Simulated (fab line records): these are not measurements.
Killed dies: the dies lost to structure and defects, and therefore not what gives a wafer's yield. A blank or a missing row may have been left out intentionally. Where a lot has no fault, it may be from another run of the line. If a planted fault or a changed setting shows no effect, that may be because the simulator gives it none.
The tool behind it: which one? | flow rit cmos | 14 lots with 42 wafers sampled at 6 steps, on a route of 202 steps

## WHAT EACH GAUGE READ, for each wafer
RIT_PWELL_OVL_MEAS_06. Usual: for PWELL_OVL the level is 0.4 nm and the standard deviation is 0.96.
lot  | measured    | on         | PWELL_OVL (nm) | flag
L894 | day 1 23:26 | overlay-01 | 2.1 0.0 1.7    |
L895 | day 2 04:17 | overlay-02 | -1.4 0.4 0.4   |
L898 | day 2 18:37 | overlay-01 | 0.6 0.4 0.0    |
L899 | day 3 01:08 | overlay-02 | -0.9 0.2 -0.2  |
L904 | day 4 04:47 | overlay-02 | -1.4 -2.4 -0.4 |
L906 | day 4 13:21 | overlay-01 | -0.9 0.5 -0.8  |
L907 | day 4 16:16 | overlay-02 | 1.0 1.6 0.1    |
L908 | day 4 23:05 | overlay-01 | 0.4 0.7 1.4    |
L909 | day 5 02:02 | overlay-02 | 0.1 1.7 1.0    |
L910 | day 5 06:59 | overlay-01 | 0.6 -0.9 -1.1  |
L911 | day 5 13:45 | overlay-01 | -0.1 -0.1 0.0  |
L913 | day 5 22:56 | overlay-01 | 0.6 0.2 -1.0   |
L914 | day 6 02:26 | overlay-01 | -0.7 1.6 0.0   |
L915 | day 6 12:46 | overlay-01 | 0.2 0.7 1.2    |

RIT_GATE_THK_MEAS_09. Usual: for GATE_POLY_THK the level is 255.5 nm and the standard deviation is 2.5.
lot  | measured    | on            | GATE_POLY_THK (nm) | flag
L894 | day 2 14:51 | film metro-02 | 257.5 258.3 260.8  |
L895 | day 2 19:45 | film metro-02 | 256.7 254.9 254.8  |
L898 | day 3 08:49 | film metro-04 | 253.2 252.9 252.0  |
L899 | day 3 14:08 | film metro-01 | 251.7 252.0 252.5  |
L904 | day 4 19:22 | film metro-01 | 205.0 206.6 206.3  | OFF
L906 | day 5 02:23 | film metro-04 | 210.8 210.5 208.0  | OFF
L907 | day 5 10:32 | film metro-01 | 254.9 255.1 254.4  |
L908 | day 5 16:17 | film metro-04 | 252.5 253.2 253.4  |
L909 | day 5 16:30 | film metro-04 | 257.6 257.4 256.3  |
L910 | day 5 21:02 | film metro-04 | 255.4 257.4 255.5  |
L911 | day 6 06:53 | film metro-02 | 254.3 253.8 254.3  |
L913 | day 6 13:16 | film metro-02 | 258.1 258.5 259.7  |
L914 | day 6 17:19 | film metro-02 | 256.2 258.1 256.9  |
L915 | day 7 08:50 | film metro-01 | 259.0 259.1 259.9  |

RIT_NSD_TW_MEAS_10. Usual: for NSD_TW the level is 3125 and the standard deviation is 19.
lot  | measured    | on            | NSD_TW         | flag
L894 | day 3 04:56 | film metro-02 | 3139 3125 3127 |
L895 | day 3 07:37 | film metro-03 | 3129 3137 3131 |
L898 | day 3 21:23 | film metro-04 | 3144 3148 3153 |
L899 | day 4 03:35 | film metro-02 | 3094 3127 3104 |
L904 | day 5 07:26 | film metro-04 | 3134 3129 3148 |
L906 | day 5 15:37 | film metro-02 | 3120 3114 3122 |
L907 | day 5 23:34 | film metro-03 | 3124 3137 3153 |
L908 | day 6 04:35 | film metro-04 | 3138 3132 3145 |
L909 | day 6 05:01 | film metro-03 | 3096 3124 3111 |
L910 | day 6 10:02 | film metro-02 | 3122 3118 3106 |
L911 | day 6 20:01 | film metro-04 | 3117 3131 3132 |
L913 | day 7 01:06 | film metro-03 | 3119 3129 3122 |
L914 | day 7 08:43 | film metro-02 | 3101 3108 3106 |
L915 | day 7 20:32 | film metro-04 | 3161 3167 3164 |

## TOOL THAT RAN EACH LOT (tool first, then ch and the chambers of the sampled wafers, then the start)
lot  | RIT_PRETRO_STRIP_09                 | RIT_GATE_CVD_08            | RIT_GATE_ETCH_19
L894 | plasma asher-01 ch 0,1, day 2 09:11 | lpcvd-01 ch 0, day 2 12:26 | rie si-01 ch 0,3, day 2 16:12
L895 | plasma asher-04 ch 0,1, day 2 14:24 | lpcvd-02 ch 0, day 2 18:07 | rie si-02 ch 1,2,3, day 2 20:57
L898 | plasma asher-01 ch 0,1, day 3 04:07 | lpcvd-02 ch 0, day 3 07:11 | rie si-01 ch 0,2, day 3 10:02
L899 | plasma asher-01 ch 0,1, day 3 10:07 | lpcvd-02 ch 0, day 3 12:32 | rie si-02 ch 0,3, day 3 15:25
L904 | plasma asher-01 ch 0, day 4 13:54   | lpcvd-01 ch 1, day 4 17:45 | rie si-01 ch 1,2,3, day 4 20:42
L906 | plasma asher-01 ch 0,1, day 4 22:42 | lpcvd-01 ch 1, day 5 00:44 | rie si-01 ch 0,1,3, day 5 03:42
L907 | plasma asher-03 ch 0,1, day 5 02:13 | lpcvd-02 ch 0, day 5 08:55 | rie si-02 ch 0,1,3, day 5 12:13
L908 | plasma asher-04 ch 0,1, day 5 08:55 | lpcvd-01 ch 0, day 5 14:38 | rie si-01 ch 0,1,2, day 5 17:34
L909 | plasma asher-01 ch 0,1, day 5 11:48 | lpcvd-02 ch 0, day 5 14:53 | rie si-02 ch 1,2,3, day 5 17:43
L910 | plasma asher-04 ch 0,1, day 5 17:05 | lpcvd-02 ch 0, day 5 19:25 | rie si-01 ch 0,1, day 5 22:35
L911 | plasma asher-04 ch 0,1, day 5 23:08 | lpcvd-02 ch 1, day 6 05:15 | rie si-02 ch 0,2, day 6 08:05
L913 | plasma asher-01 ch 0,1, day 6 08:03 | lpcvd-01 ch 0, day 6 11:38 | rie si-01 ch 0,2,3, day 6 14:36
L914 | plasma asher-03 ch 0,1, day 6 13:34 | lpcvd-01 ch 0, day 6 15:41 | rie si-01 ch 0,3, day 6 18:31
L915 | plasma asher-04 ch 1, day 6 21:45   | lpcvd-01 ch 0, day 7 07:13 | rie si-02 ch 0,1, day 7 10:02
- RIT_PRETRO_STRIP_09: strips in O2, time 180 s.
- RIT_GATE_CVD_08: deposits poly-Si from SiH4, target thk 250 nm, time 2220 s.
- RIT_GATE_ETCH_19: etches poly-Si in SF6/CHF3/O2, stops on SiO2, time 165 s, target depth 312.5 nm.

## AS READ BY THE TOOLS THEMSELVES (means over the sampled wafers that have a number; for cases with no such wafer, the mark the record gives instead)
RIT_PRETRO_STRIP_09. Usual: drypump motor current A reads 5.8 A (standard deviation 0.55).
lot  | tool            | drypump motor current A (A) | flag
L894 | plasma asher-01 | 5.9                         |
L895 | plasma asher-04 | 6.0                         |
L898 | plasma asher-01 | 5.4                         |
L899 | plasma asher-01 | 5.4                         |
L904 | plasma asher-01 | 4.9                         |
L906 | plasma asher-01 | 5.4                         |
L907 | plasma asher-03 | 5.7                         |
L908 | plasma asher-04 | 6.2                         |
L909 | plasma asher-01 | 5.9                         |
L910 | plasma asher-04 | 6.2                         |
L911 | plasma asher-04 | 6.0                         |
L913 | plasma asher-01 | 5.9                         |
L914 | plasma asher-03 | 5.7                         |
L915 | plasma asher-04 | 5.9                         |

RIT_GATE_ETCH_19. Usual: O2_flow_sccm 5.001 sccm, standard deviation 0.015; drypump motor current A 5.5 A, standard deviation 0.47; oes product au 0.864 a.u., standard deviation 0.016; throttle valve pct 10.14 %, standard deviation 0.15.
lot  | tool      | O2_flow_sccm (sccm) | drypump motor current A (A) | oes product au (a.u.) | throttle valve pct (%) | flag
L894 | rie si-01 | 4.979               | 5.6                         | 0.881                 | 10.15                  |
L895 | rie si-02 | 4.970               | 5.7                         | 0.864                 | 10.23                  |
L898 | rie si-01 | 4.995               | 5.7                         | 0.861                 | 9.99                   |
L899 | rie si-02 | 5.009               | 5.3                         | 0.866                 | 10.07                  |
L904 | rie si-01 | 4.997               | 5.4                         | 0.737                 | 10.09                  | OFF
L906 | rie si-01 | 4.991               | 5.4                         | 0.756                 | 10.17                  | OFF
L907 | rie si-02 | 4.990               | 5.3                         | 0.866                 | 10.19                  |
L908 | rie si-01 | 4.989               | 5.6                         | 0.859                 | 10.08                  |
L909 | rie si-02 | 5.013               | 5.7                         | 0.870                 | 10.24                  |
L910 | rie si-01 | 5.000               | 5.5                         | 0.870                 | 10.20                  |
L911 | rie si-02 | 5.016               | 5.2                         | 0.844                 | 9.99                   |
L913 | rie si-01 | 4.998               | 5.5                         | 0.872                 | 10.06                  |
L914 | rie si-01 | 4.999               | 5.6                         | 0.876                 | 10.15                  |
L915 | rie si-02 | 4.995               | 4.9                         | 0.876                 | 10.23                  |

## THE ANSWER, worked out from the rows above alone
Rule: a lot counts as off when the mean over its wafers that have a number is more than 3 standard deviations away from the usual mean. A lot without any number at a reading at which 4 lots or more have one is off too. The other lots that the step has rows for count as sound. First the gauges in route order, then the tools' own readings, where a lot's mean is used as printed above. At the first step where some lot is off, the reading lying furthest off is the one used; lots without a number count as furthest.
Off: L904, L906, seen at RIT_GATE_THK_MEAS_09 (GATE_POLY_THK).
If a tool, at a process step before that reading, ran all the lots that are off and no sound lot after the first of them, it fits. Not tried: the gauges at RIT_GATE_THK_MEAS_09; whatever is off there is also off at RIT_GATE_ETCH_19, on other tools, and gauge error can't account for it. Not one of the candidates tried fits.

## WHAT THE SIMULATOR HAD PUT IN
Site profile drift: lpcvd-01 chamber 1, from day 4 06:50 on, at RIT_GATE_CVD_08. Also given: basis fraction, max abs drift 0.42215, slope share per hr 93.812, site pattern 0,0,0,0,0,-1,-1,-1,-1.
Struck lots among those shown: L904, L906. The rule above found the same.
